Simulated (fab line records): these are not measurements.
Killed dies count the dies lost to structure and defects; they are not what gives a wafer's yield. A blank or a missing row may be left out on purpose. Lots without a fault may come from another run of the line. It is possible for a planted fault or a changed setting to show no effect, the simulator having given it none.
fab line records	flow berkeley_cmos170
record: lots: 5	wafers: 23
route steps=331 shown M2@272 V2@301
start_h: hours from the record's first day to the start of the lot's first wafer shown	wait_h: hours from the lot's prior step to this one	" repeats the value in the row above	L1.1+2: a row that stands for several wafers	- value missing, or start not given	* or withheld: withheld	< > ~ a bound
route shown NAME@n: a module of which the file shows steps, and the number in the route of the first	usual: mean/standard deviation taken from wafers without a fault	same: alike in all rows	chamber/n: place in a boat	sites: per-site readings	_std_site: the standard deviation of these	_edge_site: the outer-site mean with the inner-site mean subtracted	radius_mm: for every site, how far away it sits from the centre of the wafer	mask NAME#n: copy n	behind: the last tool/chamber to shape the wafer	hold: what put the lot on hold/how long, in hours/how the hold closed	device: names the non-switching transistor (n, p or np)	end of line: the same wafers' tests at the end of the route	a step given without rows: its recipe and nothing more	killed: dies that structure and defects cost at the first sort, which is not the same as the wafer's yield	map: per-die view of a wafer (x killed, . not killed, _ where there is no die)
set.NAME: the run value of the setting; set.NAME@STEP: its run value at that earlier step	model.NAME: the simulator's own value behind a step, which no gauge read
lots whose settings were changed on purpose; a table a step, a row a wafer
== steps ==
step: UCB170_M2_SPUTTER_01
recipe: material: Al	target_thk_nm: 900	time_s: 120	power_w: 6000	chamber_pressure_pa: 0.5
lot.wafer	tool	chamber	start_h	wait_h	set.time_s	model.Al_of_M2_SPUTTER_01.thk_nm
L077.1	pvd_sputter-01	-	177.96	0.0	120	910.4
L077.3	"	-	"	"	120	897.8
L077.6	"	-	"	"	120	903.3
L078.1	pvd_sputter-02	-	178.26	0.0	131.5	969.7
L078.2	"	-	"	"	120	873
L078.3	"	-	"	"	131.5	979.2
L078.5	"	-	"	"	131.5	957
L078.6	"	-	"	"	120	897.4
L079.1	pvd_sputter-03	-	178.54	0.0	120	902.4
L079.2	"	-	"	"	120	904.3
L079.3	"	-	"	"	120	907.3
L079.4	"	-	"	"	120	905.5
L079.6	"	-	"	"	120	902.3
L081.1	pvd_sputter-01	-	186.92	0.0	120	916.3
L081.3	"	-	"	"	120	912.7
L081.4	"	-	"	"	120	899.3
L081.5	"	-	"	"	120	916.9
L081.6	"	-	"	"	120	908.6
L083.1	pvd_sputter-01	-	193.35	0.0	120	919.8
L083.3	"	-	"	"	126.7	964.2
L083.4	"	-	"	"	126.7	962.1
L083.5	"	-	"	"	120	917.1
L083.6	"	-	"	"	126.7	963.1
step: UCB170_M2_RS_MEAS_02
recipe: thk_meas_gauge: four-point-probe	reads: Al_of_M2_SPUTTER_01
usual: M2_AL_RS: 0.0321/0.00039
lot.wafer	tool	chamber	start_h	wait_h	set.time_s@M2_SPUTTER_01	M2_AL_RS[ohm/sq]
L077.1	film_metro-03	-	178.05	0.0	120	0.0318
L077.3	"	-	"	"	120	0.0322
L077.6	"	-	"	"	120	0.0320
L078.1	film_metro-03	-	178.35	0.0	131.5	0.0298
L078.2	"	-	"	"	120	0.0332
L078.3	"	-	"	"	131.5	0.0295
L078.5	"	-	"	"	131.5	0.0302
L078.6	"	-	"	"	120	0.0322
L079.1	film_metro-01	-	178.62	0.0	120	0.0321
L079.2	"	-	"	"	120	0.0320
L079.3	"	-	"	"	120	0.0318
L079.4	"	-	"	"	120	0.0319
L079.6	"	-	"	"	120	0.0321
L081.1	film_metro-03	-	187.00	0.0	120	0.0315
L081.3	"	-	"	"	120	0.0316
L081.4	"	-	"	"	120	0.0322
L081.5	"	-	"	"	120	0.0315
L081.6	"	-	"	"	120	0.0320
L083.1	film_metro-04	-	193.43	0.0	120	0.0315
L083.3	"	-	"	"	126.7	0.0301
L083.4	"	-	"	"	126.7	0.0300
L083.5	"	-	"	"	120	0.0316
L083.6	"	-	"	"	126.7	0.0301
step: UCB170_M2_THK_MEAS_03
recipe: thk_meas_gauge: xrf	reads: Al_of_M2_SPUTTER_01
usual: M2_AL_THK: 911/12
lot.wafer	tool	chamber	start_h	wait_h	set.time_s@M2_SPUTTER_01	M2_AL_THK[nm]
L077.1	film_metro-03	-	178.17	0.1	120	921
L077.3	"	-	"	"	120	909
L077.6	"	-	"	"	120	910
L078.1	film_metro-03	-	178.47	0.1	131.5	982
L078.2	"	-	"	"	120	876
L078.3	"	-	"	"	131.5	984
L078.5	"	-	"	"	131.5	966
L078.6	"	-	"	"	120	904
L079.1	film_metro-01	-	178.74	0.1	120	908
L079.2	"	-	"	"	120	915
L079.3	"	-	"	"	120	913
L079.4	"	-	"	"	120	913
L079.6	"	-	"	"	120	908
L081.1	film_metro-03	-	187.12	0.1	120	926
L081.3	"	-	"	"	120	924
L081.4	"	-	"	"	120	910
L081.5	"	-	"	"	120	922
L081.6	"	-	"	"	120	915
L083.1	film_metro-04	-	193.55	0.1	120	924
L083.3	"	-	"	"	126.7	965
L083.4	"	-	"	"	126.7	964
L083.5	"	-	"	"	120	919
L083.6	"	-	"	"	126.7	965
step: UCB170_M2_EXPOSE_12
recipe: mask_id: METAL2	target_cd_nm: 700	na: 0.5	sigma_outer: 0.6	source_shape: conventional	dose_mj: 26
lot.wafer	tool	chamber	start_h	wait_h	mask	set.dose_mj
L077.1+3+6	krf_scanner-01	0	179.94	-	METAL2#0	26
L078.1+3	krf_scanner-02	0	180.62	-	METAL2#0	26
L078.2+5+6	"	0	"	"	METAL2#0	24.93
L079.1+2+3+4+6	krf_scanner-02	0	180.94	-	METAL2#0	26
L081.1+4+5	krf_scanner-02	0	188.70	-	METAL2#0	26
L081.3+6	"	0	"	"	METAL2#0	25.33
L083.1+3+6	krf_scanner-02	0	196.58	-	METAL2#0	27.9
L083.4+5	"	0	"	"	METAL2#0	26
step: UCB170_M2_PEB_13
recipe: peb_temp_c: 130	peb_time_s: withheld	resist: KrF
step: UCB170_M2_DEVELOP_14
recipe: developer: TMAH	develop_time_s: 45	resist: KrF	dev_temp_c: 21
step: UCB170_M2_CD_MEAS_15
recipe: target_cd_nm: 700
usual: cd_nm: 700.5/1.3
lot.wafer	tool	chamber	start_h	wait_h	set.dose_mj@M2_EXPOSE_12	cd_nm
L077.1	cd_sem-02	-	180.80	-	26	702.7
L077.3	"	-	"	"	26	703.0
L077.6	"	-	"	"	26	702.9
L078.1	cd_sem-01	-	181.35	-	26	701.2
L078.2	"	-	"	"	24.93	706.9
L078.3	"	-	"	"	26	700.3
L078.5	"	-	"	"	24.93	708.4
L078.6	"	-	"	"	24.93	707.3
L079.1	cd_sem-01	-	181.62	-	26	700.7
L079.2	"	-	"	"	26	699.0
L079.3	"	-	"	"	26	702.1
L079.4	"	-	"	"	26	700.7
L079.6	"	-	"	"	26	701.3
L081.1	cd_sem-01	-	189.09	-	26	701.6
L081.3	"	-	"	"	25.33	706.5
L081.4	"	-	"	"	26	700.7
L081.5	"	-	"	"	26	702.0
L081.6	"	-	"	"	25.33	704.7
L083.1	cd_sem-02	-	197.50	-	27.9	688.2
L083.3	"	-	"	"	27.9	688.1
L083.4	"	-	"	"	26	702.7
L083.5	"	-	"	"	26	700.1
L083.6	"	-	"	"	27.9	688.9
step: UCB170_M2_ETCH_17
recipe: chemistry: N2/H2	target_depth_a: withheld	overetch_a: withheld	target: BARC	time_s: withheld	source_w: 500	bias_w: 100	pressure_mtorr: 30	n2_flow_sccm: 100	h2_flow_sccm: 200
lot.wafer	tool	chamber	start_h	wait_h	set.dose_mj@M2_EXPOSE_12	model.M2.cd_nm
L077.1	rie_diel-04	3	180.95	0.0	26	703.3
L077.3	"	0	"	"	26	704
L077.6	"	3	"	"	26	703.7
L078.1	rie_diel-02	3	181.50	0.0	26	701.6
L078.2	"	0	"	"	24.93	706.6
L078.3	"	1	"	"	26	699.4
L078.5	"	2	"	"	24.93	707.8
L078.6	"	1	"	"	24.93	706
L079.1	rie_diel-04	2	181.78	0.0	26	700.1
L079.2	"	1	"	"	26	699.5
L079.3	"	0	"	"	26	702.4
L079.4	"	3	"	"	26	700.4
L079.6	"	0	"	"	26	702.1
L081.1	rie_diel-03	1	189.25	0.0	26	701.1
L081.3	"	0	"	"	25.33	706.2
L081.4	"	3	"	"	26	701.4
L081.5	"	1	"	"	26	702.1
L081.6	"	2	"	"	25.33	705.8
L083.1	rie_diel-02	0	197.66	0.0	27.9	687.5
L083.3	"	1	"	"	27.9	687.8
L083.4	"	3	"	"	26	703.3
L083.5	"	0	"	"	26	700.1
L083.6	"	3	"	"	27.9	688.9
step: UCB170_V2_EXPOSE_09
recipe: mask_id: VIA2	target_cd_nm: 700	na: 0.5	sigma_outer: 0.6	source_shape: conventional	dose_mj: 37
lot.wafer	tool	chamber	start_h	wait_h	mask	set.dose_mj
L077.1+3+6	krf_scanner-02	0	182.85	0.2	VIA2#0	37
L078.1+2+3+5+6	krf_scanner-02	0	183.43	0.1	VIA2#0	37
L079.1+3	krf_scanner-01	0	184.01	0.2	VIA2#0	35.85
L079.2+4+6	"	0	"	"	VIA2#0	37
L081.1+3+4+5+6	krf_scanner-02	0	191.18	0.3	VIA2#0	37
L083.1+3	krf_scanner-02	0	200.56	0.1	VIA2#0	34.72
L083.4+5+6	"	0	"	"	VIA2#0	37
step: UCB170_V2_PEB_10
recipe: peb_temp_c: 130	peb_time_s: withheld	resist: KrF
step: UCB170_V2_DEVELOP_11
recipe: developer: TMAH	develop_time_s: 45	resist: KrF	dev_temp_c: 21
step: UCB170_V2_CD_MEAS_12
recipe: target_cd_nm: 700
usual: cd_nm: 699.9/1.5
lot.wafer	tool	chamber	start_h	wait_h	set.dose_mj@V2_EXPOSE_09	cd_nm
L077.1	cd_sem-02	-	183.26	-	37	700.8
L077.3	"	-	"	"	37	700.7
L077.6	"	-	"	"	37	702.2
L078.1	cd_sem-01	-	183.83	-	37	697.1
L078.2	"	-	"	"	37	698.5
L078.3	"	-	"	"	37	697.3
L078.5	"	-	"	"	37	697.6
L078.6	"	-	"	"	37	697.0
L079.1	cd_sem-02	-	184.40	-	35.85	695.4
L079.2	"	-	"	"	37	698.2
L079.3	"	-	"	"	35.85	693.3
L079.4	"	-	"	"	37	700.5
L079.6	"	-	"	"	37	698.6
L081.1	cd_sem-02	-	191.57	-	37	698.4
L081.3	"	-	"	"	37	699.7
L081.4	"	-	"	"	37	699.1
L081.5	"	-	"	"	37	698.4
L081.6	"	-	"	"	37	698.2
L083.1	cd_sem-01	-	201.11	-	34.72	689.2
L083.3	"	-	"	"	34.72	688.6
L083.4	"	-	"	"	37	700.1
L083.5	"	-	"	"	37	700.4
L083.6	"	-	"	"	37	700.1
step: UCB170_V2_ETCH_14
recipe: chemistry: CHF3/CF4/Ar	target: SiO2	stop_on: Al	CHF3_flow_sccm: 45	cf4_flow_sccm: 15	Ar_flow_sccm: 150	pressure_mtorr: 200	rf_w: 700	target_depth_a: 12500	over_etch_frac: 0.25	time_s: 291
lot.wafer	tool	chamber	start_h	wait_h	set.dose_mj@V2_EXPOSE_09	model.V2.cd_nm
L077.1	rie_diel-04	3	183.41	0.0	37	700.5
L077.3	"	1	"	"	37	699.6
L077.6	"	0	"	"	37	700.4
L078.1	rie_diel-01	0	183.98	0.0	37	696.6
L078.2	"	1	"	"	37	697.2
L078.3	"	2	"	"	37	695.5
L078.5	"	3	"	"	37	696.9
L078.6	"	0	"	"	37	696.7
L079.1+3	rie_diel-04	1,2	184.56	0.0	35.85	694.5
L079.2	"	3	"	"	37	697.8
L079.4	"	0	"	"	37	698.3
L079.6	"	1	"	"	37	698.2
L081.1	rie_diel-01	3	191.72	0.0	37	697.7
L081.3	"	1	"	"	37	698
L081.4	"	0	"	"	37	698.3
L081.5	"	3	"	"	37	697.9
L081.6	"	2	"	"	37	696.4
L083.1	rie_diel-04	0	201.27	0.0	34.72	687.2
L083.3	"	3	"	"	34.72	687.9
L083.4	"	1	"	"	37	698.7
L083.5	"	2	"	"	37	700.6
L083.6	"	3	"	"	37	699.6
step: UCB170_V2_STRIP_15
recipe: chemistry: O2	power_w: 400	pressure_mtorr: 3500	platen_temp_c: withheld	o2_flow_sccm: 400	overash_fraction: 0.5
step: UCB170_V2_CD_MEAS_90
recipe: target_cd_nm: 700
usual: cd_nm: 699.5/2
lot.wafer	tool	chamber	start_h	wait_h	set.dose_mj@V2_EXPOSE_09	cd_nm
L077.1	cd_sem-02	-	183.69	0.1	37	700.7
L077.3	"	-	"	"	37	699.8
L077.6	"	-	"	"	37	700.6
L078.1	cd_sem-01	-	184.26	0.1	37	696.5
L078.2	"	-	"	"	37	697.6
L078.3	"	-	"	"	37	695.4
L078.5	"	-	"	"	37	696.7
L078.6	"	-	"	"	37	696.6
L079.1	cd_sem-01	-	184.83	0.1	35.85	694.8
L079.2	"	-	"	"	37	698.1
L079.3	"	-	"	"	35.85	694.8
L079.4	"	-	"	"	37	698.5
L079.6	"	-	"	"	37	698.3
L081.1	cd_sem-02	-	192.00	0.1	37	697.8
L081.3	"	-	"	"	37	697.9
L081.4	"	-	"	"	37	698.0
L081.5	"	-	"	"	37	697.5
L081.6	"	-	"	"	37	696.3
L083.1	cd_sem-02	-	201.54	0.1	34.72	687.0
L083.3	"	-	"	"	34.72	687.7
L083.4	"	-	"	"	37	698.4
L083.5	"	-	"	"	37	700.8
L083.6	"	-	"	"	37	699.5
== key ==
split: step: UCB170_M2_SPUTTER_01	setting: time_s	stated: 120	by: wafer
response: step: UCB170_M2_SPUTTER_01	reading: model.Al_of_M2_SPUTTER_01.thk_nm	change: +8.53	per: 1%	r: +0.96
response: step: UCB170_M2_RS_MEAS_02	reading: M2_AL_RS	change: -0.000291	per: 1%	r: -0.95
response: step: UCB170_M2_THK_MEAS_03	reading: M2_AL_THK	change: +8.74	per: 1%	r: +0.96
split: step: UCB170_M2_EXPOSE_12	setting: dose_mj	stated: 26	by: wafer
response: step: UCB170_M2_CD_MEAS_15	reading: cd_nm	change: -1.74	per: 1%	r: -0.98
response: step: UCB170_M2_ETCH_17	reading: model.M2.cd_nm	change: -1.78	per: 1%	r: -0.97
split: step: UCB170_V2_EXPOSE_09	setting: dose_mj	stated: 37	by: wafer
response: step: UCB170_V2_CD_MEAS_12	reading: cd_nm	change: +1.77	per: 1%	r: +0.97
response: step: UCB170_V2_ETCH_14	reading: model.V2.cd_nm	change: +1.8	per: 1%	r: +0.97
response: step: UCB170_V2_CD_MEAS_90	reading: cd_nm	change: +1.81	per: 1%	r: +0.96
